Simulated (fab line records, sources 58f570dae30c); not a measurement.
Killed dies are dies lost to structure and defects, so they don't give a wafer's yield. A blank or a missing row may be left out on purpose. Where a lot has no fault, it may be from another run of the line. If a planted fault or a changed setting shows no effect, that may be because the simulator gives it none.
Split-lot experiment    flow berkeley_cmos170    23 wafers read from 5 lots, route of 331 steps

ABOUT THE SPLIT
At UCB170_ACTIVE_CVD_05 (deposits Si3N4 from SiH2Cl2/NH3, target thk 220 nm, time 3300 s), the setting time_s was moved away from the recipe's 3300 s on 15 of the 23 wafers read, by -13.5% to +12.2%. For the rest of the wafers, this setting stayed at what the recipe calls for.

No step appears in the file between the split and the reading.

THE READING
ACTIVE_NITRIDE_THK (nm), taken at UCB170_ACTIVE_THK_MEAS_06. Fault-free wafers of this fab line usually give 221.0 nm, standard deviation 2.3 nm.

wafer   tool, chamber at the split  time_s as run, s  against the recipe  ACTIVE_NITRIDE_THK, nm  against lot-mates on the recipe
L074.1  -, -                        3701              +12.2%              248.4                   no lot-mate on the recipe
L074.2  -, -                        3701              +12.2%              248.0                   no lot-mate on the recipe
L074.3  -, -                        3701              +12.2%              247.7                   no lot-mate on the recipe
L074.5  -, -                        3701              +12.2%              247.1                   no lot-mate on the recipe
L074.6  -, -                        3701              +12.2%              248.4                   no lot-mate on the recipe
L078.1  -, -                        3300              recipe              221.2                   -
L078.2  -, -                        3300              recipe              219.8                   -
L078.4  -, -                        3300              recipe              220.7                   -
L078.5  -, -                        3300              recipe              220.2                   -
L078.6  -, -                        3300              recipe              222.1                   -
L077.1  -, -                        3562              +7.9%               235.2                   no lot-mate on the recipe
L077.2  -, -                        3562              +7.9%               235.1                   no lot-mate on the recipe
L077.3  -, -                        3562              +7.9%               235.3                   no lot-mate on the recipe
L077.4  -, -                        3562              +7.9%               236.5                   no lot-mate on the recipe
L077.5  -, -                        3562              +7.9%               235.4                   no lot-mate on the recipe
L080.2  -, -                        2854              -13.5%              193.0                   no lot-mate on the recipe
L080.3  -, -                        2854              -13.5%              193.8                   no lot-mate on the recipe
L080.4  -, -                        2854              -13.5%              195.0                   no lot-mate on the recipe
L080.5  -, -                        2854              -13.5%              194.2                   no lot-mate on the recipe
L080.6  -, -                        2854              -13.5%              193.9                   no lot-mate on the recipe
L084.2  lpcvd-02, 0                 3300              recipe              224.7                   -
L084.4  lpcvd-02, 0                 3300              recipe              224.3                   -
L084.5  lpcvd-02, 0                 3300              recipe              223.6                   -

FIT RESULTS
A straight line over all 23 wafers: ACTIVE_NITRIDE_THK changes by +2.04 nm for each +1% of time_s; r = +1.00; the points scatter about the line by 1.8 nm.
Too few moved wafers with a lot-mate on the recipe to fit a line net of each lot's own level.

THE WHOLE CHAIN: every reading that the file lists as answering this split, in the file's order
step                       what it does                                                                reading                                                                         change (the file's fit)               r (the file's)
UCB170_ACTIVE_CVD_05       deposits Si3N4 from SiH2Cl2/NH3, target thk 220 nm, time 3300 s             Si3N4_of_ACTIVE_CVD_05.thk_nm (the simulator's own value, which no gauge read)  +2.04 nm for each +1% of the setting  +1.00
UCB170_ACTIVE_THK_MEAS_06                                                                              ACTIVE_NITRIDE_THK                                                              +2.04 for each +1% of the setting     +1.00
UCB170_ACTIVE_ETCH_15      etches Si3N4 in CH3F/Ar/O2, stops on SiO2, target depth 242 nm, time 151 s  etch.depth_nm (the simulator's own value, which no gauge read)                  +2 nm for each +1% of the setting     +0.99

FILE'S OWN FIT
ACTIVE_NITRIDE_THK changes by +2.04 nm for each +1% of time_s, r = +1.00.
